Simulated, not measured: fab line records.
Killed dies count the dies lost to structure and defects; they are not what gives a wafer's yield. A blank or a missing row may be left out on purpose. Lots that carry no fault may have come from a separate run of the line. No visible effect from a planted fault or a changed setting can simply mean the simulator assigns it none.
The same fault as seen by 2 desks / flow rit-cmos / each desk holds nothing but its own numbers, with what lay behind them at the end

THE TOOL OWNER'S DESK: rie-metal-03
The tool's own readings at RIT_M1_METAL_ETCH_12 (etches Al in Cl2/BCl3, stops on SiO2, time 165 s, target depth 600 nm): means of the sampled wafers that have a number, for each lot that ran on this tool. The brackets show how far a lot's mean lies from the usual mean; more than 4 standard deviations puts the lot out of limits, marked OUT.
Columns: A = chamber-pressure-mTorr at RIT_M1_METAL_ETCH_12, usual 100.00 mTorr; B = drypump-motor-current-A at RIT_M1_METAL_ETCH_12, usual 5.7 A; C = oes-product-au at RIT_M1_METAL_ETCH_12, usual 0.776 a.u.; D = throttle-valve-pct at RIT_M1_METAL_ETCH_12, usual 8.25 %
lot=L121; first seen here=day 3 19:20; A=100.00; B=5.6; C=0.771; D=8.09
lot=L127; first seen here=day 5 06:28; A=99.97; B=5.7; C=0.771; D=8.22
lot=L130; first seen here=day 5 22:04; A=100.07; B=5.7; C=0.768; D=8.16
This desk's verdict: no lot among the 3 shows anything out of limits.

FROM THE METROLOGY DESK
Lot by lot, what the gauges showed, no matter which tool ran the lot: averages of those sampled wafers that carry a number. The brackets show how far a lot's mean lies from the usual mean; more than 4 standard deviations puts the lot out of limits, marked OUT.
Columns: A = M1_AL_RS at RIT_M1_RS_MEAS_01, usual 0.0731 ohm/sq; B = M1_AL_THK at RIT_M1_THK_MEAS_02, usual 398 nm; C = cd-nm at RIT_M1_CD_MEAS_09, usual 2599.4 nm; D = M1_OVL at RIT_M1_OVL_MEAS_10, usual -1.5 nm
lot=L119; first seen here=day 3 12:02; A=0.0737; B=395; C=2597.0; D=-2.8
lot=L121; first seen here=day 3 17:52; A=0.0725; B=403; C=2600.5; D=1.1
lot=L127; first seen here=day 5 04:53; A=0.0723; B=404; C=2598.7; D=-1.6
lot=L130; first seen here=day 5 20:35; A=0.0721; B=404; C=2596.8; D=-0.4
lot=L138; first seen here=day 7 10:23; A=0.0733; B=397; C=2601.7; D=-1.5
lot=L140; first seen here=day 7 21:52; A=0.0734; B=397; C=2599.0; D=-3.5
This desk's verdict: no lot among the 6 shows anything out of limits.

ALL TOGETHER
The desk of the tool owner found nothing out of limits.
The metrology desk saw nothing out of limits.

WHAT THE SIMULATOR HAD INSERTED
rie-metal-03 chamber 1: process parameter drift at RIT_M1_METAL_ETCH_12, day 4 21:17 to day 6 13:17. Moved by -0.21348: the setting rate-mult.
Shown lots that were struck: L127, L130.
